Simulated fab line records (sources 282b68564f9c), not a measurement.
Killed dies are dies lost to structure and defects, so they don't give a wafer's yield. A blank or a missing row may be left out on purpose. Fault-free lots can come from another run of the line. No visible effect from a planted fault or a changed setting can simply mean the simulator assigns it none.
The tool behind it: which one? -- flow rit cmos -- 13 lots with 39 wafers sampled at 5 steps, on a route of 202 steps

WHAT THE GAUGES SHOWED, per wafer
RIT_ACTIVE_CD_MEAS_11: target cd 1400 nm. Usual: cd nm 1399.9 nm, standard deviation 2.4.
lot,measured,on,cd nm (nm),flag
L729,day 1 14:35,cd sem-01,1397.8 1396.2 1396.3,
L730,day 1 20:58,cd sem-01,1398.8 1402.2 1400.7,
L733,day 2 11:28,cd sem-01,1400.3 1398.1 1399.2,
L739,day 3 17:23,cd sem-01,1398.0 1398.4 1399.6,
L741,day 4 03:26,cd sem-01,1398.6 1397.1 1398.4,
L744,day 4 17:54,cd sem-01,1396.0 1397.6 1397.5,
L745,day 4 22:44,cd sem-01,1396.7 1398.9 1397.9,
L746,day 5 04:16,cd sem-01,1402.9 1401.1 1401.3,
L747,day 5 08:45,cd sem-02,1402.8 1399.8 1400.8,
L748,day 5 15:29,cd sem-01,1400.9 1403.4 1403.1,
L749,day 5 18:52,cd sem-01,1396.7 1397.0 1399.4,
L750,day 6 00:19,cd sem-01,1402.5 1402.8 1401.7,
L752,day 6 10:29,cd sem-02,1402.9 1403.4 1403.7,

RIT_NWELL_OVL_MEAS_06. Usual: NWELL_OVL gives 0.4 nm (standard deviation 1.5).
lot,measured,on,NWELL_OVL (nm),flag
L729,day 1 22:35,overlay-01,4.3 2.4 1.5,
L730,day 2 03:21,overlay-02,0.8 1.6 0.0,
L733,day 2 17:55,overlay-01,- - -,OFF
L739,day 4 00:46,overlay-01,0.6 -0.8 -1.1,
L741,day 4 11:57,overlay-02,-0.7 1.3 -2.0,
L744,day 5 01:46,overlay-02,1.5 1.5 1.8,
L745,day 5 04:57,overlay-02,0.5 -0.6 2.4,
L746,day 5 12:23,overlay-02,-0.1 -0.3 -1.1,
L747,day 5 17:52,overlay-01,2.2 3.8 1.1,
L748,day 5 22:23,overlay-02,-3.0 -0.4 -2.1,
L749,day 6 01:20,overlay-01,2.3 2.7 3.4,
L750,day 6 07:46,overlay-02,-2.0 -0.8 -0.5,
L752,day 6 17:31,overlay-02,0.5 -0.9 0.3,

RIT_NWELL_TW_MEAS_10. Usual: NWELL_TW gives 2148 (standard deviation 14).
lot,measured,on,NWELL_TW,flag
L729,day 1 23:12,film metro-03,2147 2156 2138,
L730,day 2 03:58,film metro-03,2153 2148 2141,
L733,day 2 18:32,film metro-02,30 30 30 30 30 30,OFF
L739,day 4 01:23,film metro-03,2138 2157 2144,
L741,day 4 12:34,film metro-04,2160 2149 2155,
L744,day 5 02:23,film metro-04,2178 2186 2185,
L745,day 5 05:34,film metro-03,2137 2142 2144,
L746,day 5 13:00,film metro-04,2159 2174 2163,
L747,day 5 18:28,film metro-02,2114 2136 2125,
L748,day 5 22:59,film metro-02,2134 2133 2126,
L749,day 6 01:57,film metro-03,2152 2165 2159,
L750,day 6 08:23,film metro-02,2161 2158 2144,
L752,day 6 18:20,film metro-04,2153 2154 2150,

RIT_FOX2_THK_MEAS_91. Usual: FIELD_OXIDE_LEFT_2_THK gives 257 nm (standard deviation 6.2).
lot,measured,on,FIELD_OXIDE_LEFT_2_THK (nm),flag
L729,day 2 09:47,film metro-03,263 262 266,
L730,day 2 16:08,film metro-04,254 254 251,
L739,day 4 13:43,film metro-01,263 263 261,
L741,day 5 00:58,film metro-04,253 254 253,
L744,day 5 13:09,film metro-01,270 268 268,
L745,day 5 17:59,film metro-01,258 261 258,
L746,day 5 23:39,film metro-04,253 254 252,
L747,day 6 07:17,film metro-03,250 250 253,
L748,day 6 11:20,film metro-04,253 249 251,
L749,day 6 13:01,film metro-04,255 251 257,
L750,day 6 19:25,film metro-04,255 265 254,
L752,day 7 05:34,film metro-01,258 261 260,

TOOL THAT RAN EACH LOT (tool first, then ch and the chambers of the sampled wafers, then the start)
lot,RIT_NWELL_EXPOSE_03
L729,"iline stepper-02 ch 0, day 1 22:10"
L730,"iline stepper-02 ch 0, day 2 02:57"
L733,"iline stepper-02 ch 0, day 2 17:31"
L739,"iline stepper-02 ch 0, day 4 00:22"
L741,"iline stepper-01 ch 0, day 4 11:32"
L744,"iline stepper-02 ch 0, day 5 01:22"
L745,"iline stepper-02 ch 0, day 5 04:30"
L746,"iline stepper-01 ch 0, day 5 11:59"
L747,"iline stepper-02 ch 0, day 5 17:26"
L748,"iline stepper-01 ch 0, day 5 21:57"
L749,"iline stepper-02 ch 0, day 6 00:56"
L750,"iline stepper-02 ch 0, day 6 07:20"
L752,"iline stepper-01 ch 0, day 6 17:05"
- RIT_NWELL_EXPOSE_03: exposes mask M2, target cd 43900 nm.

AS READ BY THE TOOLS THEMSELVES (means over the sampled wafers that have a number; for cases with no such wafer, the mark the record gives instead)
The record holds no such reading with a usual standard deviation.

THE ANSWER, worked out from the rows above alone
Rule: a lot is off if the mean of its wafers that have a number lies more than 3 standard deviations from the usual mean. A lot without any number at a reading at which 4 lots or more have one is off too. All remaining lots with rows at the step are treated as sound. The gauges are gone through in route order, then the tools' own readings, and for those a lot's mean is taken as printed above. At the first step where some lot is off, the reading lying furthest off is the one used; lots without a number count as furthest.
Off: L733, at RIT_NWELL_OVL_MEAS_06 (NWELL_OVL). Without a number there: L733.
A tool fits if, at a process step before that reading, it ran every lot that is off, and no sound lot after the first of them. Not tried: the gauges at RIT_NWELL_OVL_MEAS_06; whatever is off there is also off at RIT_NWELL_TW_MEAS_10, on other tools, and gauge error can't account for it. Of those tried, none fits.

WHAT WAS PUT IN BY THE SIMULATOR
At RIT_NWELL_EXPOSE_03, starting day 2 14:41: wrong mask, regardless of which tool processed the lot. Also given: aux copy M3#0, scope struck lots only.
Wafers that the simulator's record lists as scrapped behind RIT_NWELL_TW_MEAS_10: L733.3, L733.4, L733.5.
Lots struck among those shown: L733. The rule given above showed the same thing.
